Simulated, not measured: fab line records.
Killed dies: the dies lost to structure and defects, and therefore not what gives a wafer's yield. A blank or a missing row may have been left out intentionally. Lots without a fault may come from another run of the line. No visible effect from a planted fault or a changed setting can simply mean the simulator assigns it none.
Which tool was responsible? :: flow rit_cmos :: 24 wafers from 8 lots sampled at 2 of the route's 202 steps

WHAT EACH GAUGE READ, for each wafer
RIT_CONTACT_OVL_MEAS_09.
lot: L184
measured: day 3 13:49
on: overlay-01
CONTACT_OVL (nm): -0.9 -3.4 -3.0

lot: L186
measured: day 3 20:54
on: overlay-01
CONTACT_OVL (nm): 1.0 0.5 0.1

lot: L189
measured: day 4 10:31
on: overlay-01
CONTACT_OVL (nm): 0.4 2.1 -0.8

lot: L191
measured: day 4 20:10
on: overlay-02
CONTACT_OVL (nm): -1.3 -1.6 -3.3

lot: L193
measured: day 5 05:44
on: overlay-01
CONTACT_OVL (nm): 0.4 -2.1 -2.3

lot: L196
measured: day 5 20:24
on: overlay-02
CONTACT_OVL (nm): -1.7 -2.1 -3.3

lot: L200
measured: day 6 15:49
on: overlay-01
CONTACT_OVL (nm): 318.5 320.6 320.1

lot: L202
measured: day 7 02:56
on: overlay-01
CONTACT_OVL (nm): 318.9 321.5 321.0

TOOL THAT RAN EACH LOT (tool first, then ch and the chambers of the sampled wafers, then the start)
lot: L184
RIT_CONTACT_EXPOSE_05: iline_stepper-02 ch 0, day 3 13:11

lot: L186
RIT_CONTACT_EXPOSE_05: iline_stepper-02 ch 0, day 3 20:16

lot: L189
RIT_CONTACT_EXPOSE_05: iline_stepper-01 ch 0, day 4 09:53

lot: L191
RIT_CONTACT_EXPOSE_05: iline_stepper-02 ch 0, day 4 19:34

lot: L193
RIT_CONTACT_EXPOSE_05: iline_stepper-02 ch 0, day 5 05:05

lot: L196
RIT_CONTACT_EXPOSE_05: iline_stepper-01 ch 0, day 5 19:46

lot: L200
RIT_CONTACT_EXPOSE_05: iline_stepper-02 ch 0, day 6 15:12

lot: L202
RIT_CONTACT_EXPOSE_05: iline_stepper-02 ch 0, day 7 02:18
- RIT_CONTACT_EXPOSE_05: exposes mask M11, target cd 1000 nm.

THE ANSWER, worked out from the rows above alone
Rule: the usual values come from the lots themselves. The widest of any qualifying gaps counts: lots, ordered by their means at a reading, are off when they make up no more than a third of the lots, leave a main group of 4 or more, and stand apart from it by 3 or more times the standard deviation of that group's means. If all means in a main group match to the digits the tables above print for the reading, that group is not used. Also off: a lot with no number at a reading for which 4 or more lots have one. All remaining lots with rows at the step are treated as sound.
Off: at RIT_CONTACT_OVL_MEAS_09 (CONTACT_OVL), L200, L202. Mean -1.2 nm and standard deviation 1.3 in the main group.
A tool fits if, at a process step before that reading, it ran every lot that is off, and no sound lot after the first of them. Those tools and the gauges at RIT_CONTACT_OVL_MEAS_09 are tried in the same way. 2 tools fit, iline_stepper-02 at RIT_CONTACT_EXPOSE_05 and overlay-01 at RIT_CONTACT_OVL_MEAS_09, so this cannot tell which one it is.

WHAT THE SIMULATOR HAD PUT IN
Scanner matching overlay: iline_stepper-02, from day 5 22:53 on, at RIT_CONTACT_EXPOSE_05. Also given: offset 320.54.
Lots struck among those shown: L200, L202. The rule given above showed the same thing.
